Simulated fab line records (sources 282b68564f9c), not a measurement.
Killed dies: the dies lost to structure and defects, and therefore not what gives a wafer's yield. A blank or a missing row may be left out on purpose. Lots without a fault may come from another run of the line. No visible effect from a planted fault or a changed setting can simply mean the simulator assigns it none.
A single fault, viewed from 2 desks | flow rit_cmos | only its own numbers are on each desk; what lay behind them is given at the end

METROLOGY DESK
Lot by lot, what the gauges showed, no matter which tool ran the lot: averages of those sampled wafers that carry a number. A lot is out of limits, marked OUT, if its mean lies more than 4 standard deviations from the usual mean; the brackets give that distance.
Columns: A = NRETRO_OVL at RIT_NRETRO_OVL_MEAS_06, usual -0.3 nm; B = PRETRO_TW at RIT_PRETRO_TW_MEAS_10, usual 478
lot  | first seen here | A    | B
L509 | day 2 06:47     | 0.5  | 483
L512 | day 2 21:03     | -0.1 | 472
L514 | day 3 07:28     | 0.9  | 470
L515 | day 3 12:11     | 0.3  | 483
L517 | day 3 22:53     | -3.1 | 470
L518 | day 4 02:12     | -1.0 | 485
L520 | day 4 12:32     | -2.7 | 484
L524 | day 5 08:43     | -1.6 | 471
L525 | day 5 15:52     | -    | 1068 (+88) OUT
L526 | day 5 20:08     | -    | 1066 (+88) OUT
L529 | day 6 09:28     | 0.0  | 482
L530 | day 6 14:20     | 0.3  | 487
L531 | day 6 19:52     | -0.0 | 482
L532 | day 7 00:15     | 0.0  | 470
Finding of this desk: L525, L526 out of limits, first seen on L525 at day 5 15:52 (PRETRO_TW at RIT_PRETRO_TW_MEAS_10). In limits: L509, L512, L514, L515, L517, L518, L520, L524, L529, L530, L531, L532.

THE TOOL OWNER'S DESK: litho_track-02
The tool's own readings at RIT_NRETRO_COAT_01 (resist thk 1300 nm): means of the sampled wafers that have a number, for each lot that ran on this tool. A lot is out of limits, marked OUT, if its mean lies more than 4 standard deviations from the usual mean; the brackets give that distance.
Columns: A = chill_plate_temp_C at RIT_NRETRO_COAT_01, usual 22.99 C; B = dispense_pressure_kPa at RIT_NRETRO_COAT_01, usual 53 kPa; C = spin_speed_rpm at RIT_NRETRO_COAT_01, usual 1999.9 rpm
lot  | first seen here | A     | B  | C
L512 | day 2 20:11     | 23.04 | 48 | 2001.5
L520 | day 4 11:41     | 23.02 | 48 | 1998.5
L529 | day 6 08:37     | 22.87 | 48 | 2000.8
L531 | day 6 19:02     | 23.10 | 48 | 1999.1
This desk's finding: nothing out of limits on any of the 4 lots.

BROUGHT TOGETHER
On L525, L526, the metrology desk was in a position to raise an alarm at day 5 15:52.
The desk of the tool owner found nothing out of limits.
The tool owner's desk has no number on record for L525, L526.
Of the lots named, all ran RIT_NRETRO_COAT_01 on litho_track-02.

WHAT THE SIMULATOR HAD PUT IN
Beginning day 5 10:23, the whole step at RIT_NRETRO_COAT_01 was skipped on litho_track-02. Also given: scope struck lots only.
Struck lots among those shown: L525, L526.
Per desk, hours elapsed from the start of the fault to the first reading out of limits: for the metrology desk, 5.
